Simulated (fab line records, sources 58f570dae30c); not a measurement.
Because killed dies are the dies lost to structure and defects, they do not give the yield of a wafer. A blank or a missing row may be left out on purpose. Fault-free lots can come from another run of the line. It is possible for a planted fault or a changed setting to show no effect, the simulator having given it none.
Which tool is to blame?	flow berkeleyCmos170	42 wafers from 14 lots sampled at 3 of the route's 331 steps

## WHAT THE GAUGES READ, wafer by wafer
UCB170_PLDD_TW_MEAS_11.
lot	measured	on	PLDD_TW
L398	day 6 10:02	filmMetro-03	1013 1014 1013
L400	day 6 10:35	filmMetro-04	1005 1008 1008
L399	day 6 10:53	filmMetro-03	1014 1015 1016
L402	day 6 22:52	filmMetro-04	1012 1007 1009
L401	day 7 11:35	filmMetro-01	1017 1015 1012
L405	day 7 11:45	filmMetro-04	1010 1010 1009
L404	day 7 11:59	filmMetro-04	1009 1010 1000
L408	day 8 10:35	filmMetro-01	1011 1009 1010
L410	day 8 19:03	filmMetro-03	1017 1011 1013
L414	day 9 09:22	filmMetro-04	1017 1011 1018
L412	day 9 09:30	filmMetro-03	1013 1013 1008
L415	day 10 05:54	filmMetro-01	1013 1018 1025
L418	day 10 06:22	filmMetro-03	30 30 30 30 30 30
L416	day 10 06:37	filmMetro-01	30 30 30 30 30 30

## WHAT TOOL EACH LOT RAN ON (gives the tool, then ch and the chambers of the sampled wafers, and finally the start)
lot	UCB170_GATE_STRIP_16	UCB170_PLDD_STRIP_10
L398	plasmaAsher-04 ch 0,1, day 6 07:34	plasmaAsher-03 ch 0,1, day 6 09:56
L400	plasmaAsher-04 ch 1, day 6 07:44	plasmaAsher-02 ch 0,1, day 6 10:29
L399	plasmaAsher-02 ch 0,1, day 6 07:49	plasmaAsher-02 ch 0,1, day 6 10:47
L402	plasmaAsher-01 ch 0,1, day 6 19:47	plasmaAsher-01 ch 0,1, day 6 22:46
L401	plasmaAsher-02 ch 0,1, day 7 08:56	plasmaAsher-03 ch 0,1, day 7 11:28
L405	plasmaAsher-04 ch 1, day 7 09:13	plasmaAsher-02 ch 0,1, day 7 11:38
L404	plasmaAsher-01 ch 0,1, day 7 09:32	plasmaAsher-01 ch 0,1, day 7 11:53
L408	plasmaAsher-01 ch 0,1, day 8 08:46	plasmaAsher-02 ch 0,1, day 8 10:28
L410	plasmaAsher-04 ch 0,1, day 8 16:45	plasmaAsher-01 ch 0,1, day 8 18:57
L414	plasmaAsher-04 ch 0,1, day 9 07:07	plasmaAsher-01 ch 0,1, day 9 09:16
L412	plasmaAsher-01 ch 0,1, day 9 07:20	plasmaAsher-03 ch 0,1, day 9 09:24
L415	plasmaAsher-04 ch 0,1, day 10 03:30	plasmaAsher-02 ch 1, day 10 05:47
L418	plasmaAsher-01 ch 0, day 10 04:20	plasmaAsher-01 ch 0,1, day 10 06:16
L416	plasmaAsher-04 ch 0,1, day 10 04:37	plasmaAsher-03 ch 0,1, day 10 06:31
- UCB170_GATE_STRIP_16: strips in O2.
- UCB170_PLDD_STRIP_10: strips in O2.

## WHAT THE TOOLS THEMSELVES READ (means of the sampled wafers that have a number; where no wafer has one, the mark that the record gives instead)
UCB170_GATE_STRIP_16.
lot	tool	chamberPressureMTorr (mTorr)	drypumpMotorCurrentA (A)	oesProductAu (a.u.)
L398	plasmaAsher-04	3500	5.9	0.719
L400	plasmaAsher-04	3500	5.5	0.729
L399	plasmaAsher-02	3499	5.8	0.726
L402	plasmaAsher-01	3498	5.5	0.723
L401	plasmaAsher-02	3502	5.7	0.727
L405	plasmaAsher-04	3504	5.6	0.720
L404	plasmaAsher-01	3501	5.6	0.730
L408	plasmaAsher-01	3501	5.5	0.727
L410	plasmaAsher-04	3500	6.3	0.727
L414	plasmaAsher-04	3500	6.2	0.724
L412	plasmaAsher-01	3500	5.6	0.719
L415	plasmaAsher-04	3499	6.2	0.726
L418	plasmaAsher-01	-	-	-
L416	plasmaAsher-04	-	-	-

UCB170_PLDD_STRIP_10.
lot	tool	chamberPressureMTorr (mTorr)	drypumpMotorCurrentA (A)	oesProductAu (a.u.)	stripTimeToEndpointS (s)
L398	plasmaAsher-03	3503	6.06	0.735	21.87
L400	plasmaAsher-02	3499	5.69	0.739	22.00
L399	plasmaAsher-02	3496	5.71	0.733	21.92
L402	plasmaAsher-01	3500	5.57	0.734	22.01
L401	plasmaAsher-03	3500	6.07	0.733	21.92
L405	plasmaAsher-02	3501	5.70	0.733	21.88
L404	plasmaAsher-01	3503	5.58	0.739	21.90
L408	plasmaAsher-02	3501	5.80	0.737	21.88
L410	plasmaAsher-01	3500	5.52	0.737	21.92
L414	plasmaAsher-01	3500	5.53	0.742	21.90
L412	plasmaAsher-03	3503	6.07	0.733	21.97
L415	plasmaAsher-02	3503	5.58	0.731	22.00
L418	plasmaAsher-01	3499	5.58	0.738	46.56
L416	plasmaAsher-03	3497	6.06	0.742	46.41

## THE ANSWER, worked out from the rows above alone
Rule: the usual values come from the lots themselves. The widest of any qualifying gaps counts: lots, ordered by their means at a reading, are off when they make up no more than a third of the lots, leave a main group of 4 or more, and stand apart from it by 3 or more times the standard deviation of that group's means. The tables above print the reading to a certain number of digits; a main group whose means all agree to those digits is not used. A lot without any number at a reading at which 4 lots or more have one is off too. All remaining lots with rows at the step are treated as sound. The gauges are gone through in route order, then the tools' own readings, and for those a lot's mean is taken as printed above. The first step at which some lot is off is used, and at that step the reading that is off furthest; a lot without a number counts as furthest.
Off: L418, L416, seen at UCB170_PLDD_TW_MEAS_11 (PLDD_TW). Main group: mean 1012, sd 3.5.
A tool fits if, at a process step before that reading, it ran every lot that is off, and no sound lot after the first of them. The gauges at UCB170_PLDD_TW_MEAS_11 aren't tried: what is off there is off at UCB170_GATE_STRIP_16 too, on other tools, and a gauge's error can't cause that. Not one of the candidates tried fits.

## WHAT THE SIMULATOR PUT IN
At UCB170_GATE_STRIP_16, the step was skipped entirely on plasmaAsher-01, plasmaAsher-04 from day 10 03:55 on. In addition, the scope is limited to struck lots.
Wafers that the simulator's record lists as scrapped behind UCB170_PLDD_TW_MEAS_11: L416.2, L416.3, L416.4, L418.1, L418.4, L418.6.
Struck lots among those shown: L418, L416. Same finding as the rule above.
